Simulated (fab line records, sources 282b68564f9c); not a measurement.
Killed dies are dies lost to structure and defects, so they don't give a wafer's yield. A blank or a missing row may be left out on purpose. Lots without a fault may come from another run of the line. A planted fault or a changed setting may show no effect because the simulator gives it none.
Split-lot experiment | flow rit_cmos | 5 lots, 23 wafers read, on a route of 202 steps

THE SPLIT
At RIT_NRETRO_SOFTBAKE_02 (time 60 s), the setting temp_c was moved away from the recipe's 90 C on 7 of the 23 wafers read, by -3.3% to +3.0%. The other wafers ran this setting at the recipe's value.

FROM THE SPLIT TO THE READING: what the file shows between them, 2 steps
- RIT_NRETRO_EXPOSE_03: exposes mask M4, target cd 43900 nm
- RIT_NRETRO_PEB_04

THE READING
NOVOLAK_of_NRETRO_COAT_01.thk_nm (the simulator's own value, which no gauge read), in nm, at RIT_NRETRO_DEVELOP_05 (develop time 68 s). The file gives no usual value for it. The 16 wafers here that ran the recipe average 1299 nm, standard deviation 3.1 nm.

wafer  | tool, chamber at the split | temp_c as run, C | against the recipe | NOVOLAK_of_NRETRO_COAT_01.thk_nm, nm | against lot-mates on the recipe
L074.1 | litho_track-01, 0          | 90               | recipe             | 1297                                 | -
L074.3 | litho_track-01, 0          | 90               | recipe             | 1296                                 | -
L074.6 | litho_track-01, 0          | 90               | recipe             | 1296                                 | -
L074.4 | litho_track-01, 0          | 90               | recipe             | 1293                                 | -
L074.5 | litho_track-01, 0          | 90               | recipe             | 1295                                 | -
L075.1 | litho_track-01, 0          | 90               | recipe             | 1299                                 | -
L075.2 | litho_track-01, 0          | 90               | recipe             | 1301                                 | -
L075.5 | litho_track-01, 0          | 90               | recipe             | 1301                                 | -
L075.4 | litho_track-01, 0          | 91.68            | +1.9%              | 1296                                 | -4
L075.6 | litho_track-01, 0          | 91.68            | +1.9%              | 1298                                 | -2
L076.3 | litho_track-02, 0          | 90               | recipe             | 1303                                 | -
L076.4 | litho_track-02, 0          | 90               | recipe             | 1301                                 | -
L076.6 | litho_track-02, 0          | 90               | recipe             | 1300                                 | -
L079.1 | litho_track-01, 0          | 90               | recipe             | 1300                                 | -
L079.2 | litho_track-01, 0          | 86.99            | -3.3%              | 1314                                 | +11
L079.3 | litho_track-01, 0          | 90               | recipe             | 1303                                 | -
L079.5 | litho_track-01, 0          | 90               | recipe             | 1305                                 | -
L079.6 | litho_track-01, 0          | 86.99            | -3.3%              | 1317                                 | +14
L081.1 | litho_track-01, 0          | 90               | recipe             | 1298                                 | -
L081.3 | litho_track-01, 0          | 92.72            | +3.0%              | 1291                                 | -8
L081.4 | litho_track-01, 0          | 90               | recipe             | 1299                                 | -
L081.5 | litho_track-01, 0          | 92.72            | +3.0%              | 1292                                 | -6
L081.6 | litho_track-01, 0          | 92.72            | +3.0%              | 1289                                 | -10

THE FIT
A straight line over all 23 wafers: NOVOLAK_of_NRETRO_COAT_01.thk_nm changes by -3.54 nm for each +1% of temp_c; r = -0.86; the points scatter about the line by 3.3 nm.
The same after taking each lot's own level away (the mean of its wafers on the recipe; 23 wafers): -3.05 nm for each +1%; r = -0.94; scatter 1.7 nm.
On that fit, the largest move of temp_c shifts the reading by 10 nm.
The lots' own levels span 1295.4 to 1302.7 nm, that is 2.3 times the standard deviation above.
So the lot-to-lot level changes the slope: the two fits differ.
Check: with one of the wafers moved furthest among these (-3.3%) left out of the fit, the line predicts +10.6 nm for it against its lot-mates. It came out at +11.3 nm against them.

OTHER SPLITS ON THESE WAFERS
These wafers also went through other splits before the reading. Each is held against what the fit with the lots' levels taken away leaves over:
other split on the same wafers    | wafers away from the commonest value | r with NOVOLAK_of_NRETRO_COAT_01.thk_nm (lot level and that fit taken away)
RIT_ACTIVE_CVD_03 time_s          | 10                                   | +0.17
RIT_ACTIVE_ETCH_13 pressure_mtorr | 18                                   | +0.16
RIT_FOX2_OXIDATION_00 temp_c      | 15                                   | -0.02
RIT_NWELL_IMPLANT_08 dose_cm2     | 6                                    | -0.02
RIT_PWELL_IMPLANT_08 dose_cm2     | 7                                    | +0.20

THE FILE'S OWN FIT
NOVOLAK_of_NRETRO_COAT_01.thk_nm changes by -3.02 nm for each +1% of temp_c, r = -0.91.
